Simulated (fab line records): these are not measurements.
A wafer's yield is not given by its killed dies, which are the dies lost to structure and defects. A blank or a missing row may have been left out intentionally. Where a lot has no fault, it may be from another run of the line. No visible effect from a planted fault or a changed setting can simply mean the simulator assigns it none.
Commonality check across tools -- flow berkeleyCmos170 -- Sample size 13 lots and 39 wafers

## WHY THIS WAS OPENED
At UCB170_GATE_CD_MEAS_12 the reading cdNm is flagged on 1 of 13 lots. Wafers without a fault read 350.1 nm, standard deviation 1.4.
Rule: flag the lot when none of its wafers has a number, or when each of its wafers that has one lies beyond 4 standard deviations from that mean. All remaining lots are regarded as sound.

lot,measured,on,"cdNm (nm), wafer by wafer",flag
L101,day 7 12:18,cdSem-01,352.4 352.6 352.3,
L103,day 7 12:34,cdSem-01,348.4 347.1 349.7,
L105,day 8 03:34,cdSem-02,348.3 348.8 348.7,
L108,day 8 15:34,cdSem-02,373.2 375.6 375.6,FLAGGED
L109,day 9 06:25,cdSem-01,352.9 351.2 353.1,
L110,day 9 06:41,cdSem-02,350.5 349.2 349.7,
L111,day 9 17:32,cdSem-01,351.5 350.2 351.5,
L116,day 10 05:56,cdSem-02,350.3 350.8 349.0,
L118,day 10 12:47,cdSem-01,350.4 350.6 350.6,
L120,day 11 01:10,cdSem-01,350.9 348.7 349.1,
L123,day 11 16:20,cdSem-02,346.8 348.3 348.5,
L122,day 11 16:43,cdSem-02,350.1 350.8 351.1,
L121,day 11 16:56,cdSem-02,349.6 347.9 349.8,
The numbers of the flagged lots are 374.8 nm on average: +24.7 nm against the usual, or +18 standard deviations.

## LOT BY LOT: THE TOOL USED
The record holds 1 process step before the reading, out of a route of 331 steps. Cell contents, in order: the tool; ch with the chambers the sampled wafers went through; the start.
lot,flag,UCB170_GATE_EXPOSE_09
L101,,"krfScanner-01 ch 0, day 7 11:22"
L103,,"krfScanner-01 ch 0, day 7 11:35"
L105,,"krfScanner-02 ch 0, day 8 03:10"
L108,FLAGGED,"krfScanner-01 ch 0, day 8 14:50"
L109,,"krfScanner-02 ch 0, day 9 06:01"
L110,,"krfScanner-01 ch 0, day 9 06:18"
L111,,"krfScanner-01 ch 0, day 9 16:32"
L116,,"krfScanner-01 ch 0, day 10 05:23"
L118,,"krfScanner-02 ch 0, day 10 12:24"
L120,,"krfScanner-01 ch 0, day 11 00:44"
L123,,"krfScanner-01 ch 0, day 11 15:56"
L122,,"krfScanner-02 ch 0, day 11 16:19"
L121,,"krfScanner-01 ch 0, day 11 16:32"
What the steps here do:
- UCB170_GATE_EXPOSE_09: exposes mask POLY, target cd 350 nm.
- UCB170_GATE_CD_MEAS_12: target cd 350 nm.

## FLAGGED AGAINST TOTAL, ONE TOOL AT A TIME (gauges that did the reading follow at the end)
step,tool,lots run,flagged,share of the flagged lots,sound lots run after its first flagged lot
UCB170_GATE_EXPOSE_09,krfScanner-01,9,1,all,"6 (L110,L111,L116,L120,L123,L121)"
UCB170_GATE_EXPOSE_09,krfScanner-02,4,0,none,-
UCB170_GATE_CD_MEAS_12,cdSem-01,6,0,none,-
UCB170_GATE_CD_MEAS_12,cdSem-02,7,1,all,"5 (L110,L116,L123,L122,L121)"

## THE TABLE: WHAT IT ALLOWS
In 2 table rows, all flagged lots were run: krfScanner-01 (UCB170_GATE_EXPOSE_09), cdSem-02 (UCB170_GATE_CD_MEAS_12).
- krfScanner-01 at UCB170_GATE_EXPOSE_09: 1 of its 9 lots flagged. Lots that were sound ran on it after the first flagged one (L110, L111, L116, L120, L123, L121); a persistent fault on the entire tool would not allow that.
- cdSem-02 at UCB170_GATE_CD_MEAS_12: 1 of its 7 lots flagged. Lots that were sound ran on it after the first flagged one (L110, L116, L123, L122, L121); a persistent fault on the entire tool would not allow that.
None of the table's rows ran every flagged lot and, after the first, no sound lot.

## WHAT THE SIMULATOR HAD PUT IN
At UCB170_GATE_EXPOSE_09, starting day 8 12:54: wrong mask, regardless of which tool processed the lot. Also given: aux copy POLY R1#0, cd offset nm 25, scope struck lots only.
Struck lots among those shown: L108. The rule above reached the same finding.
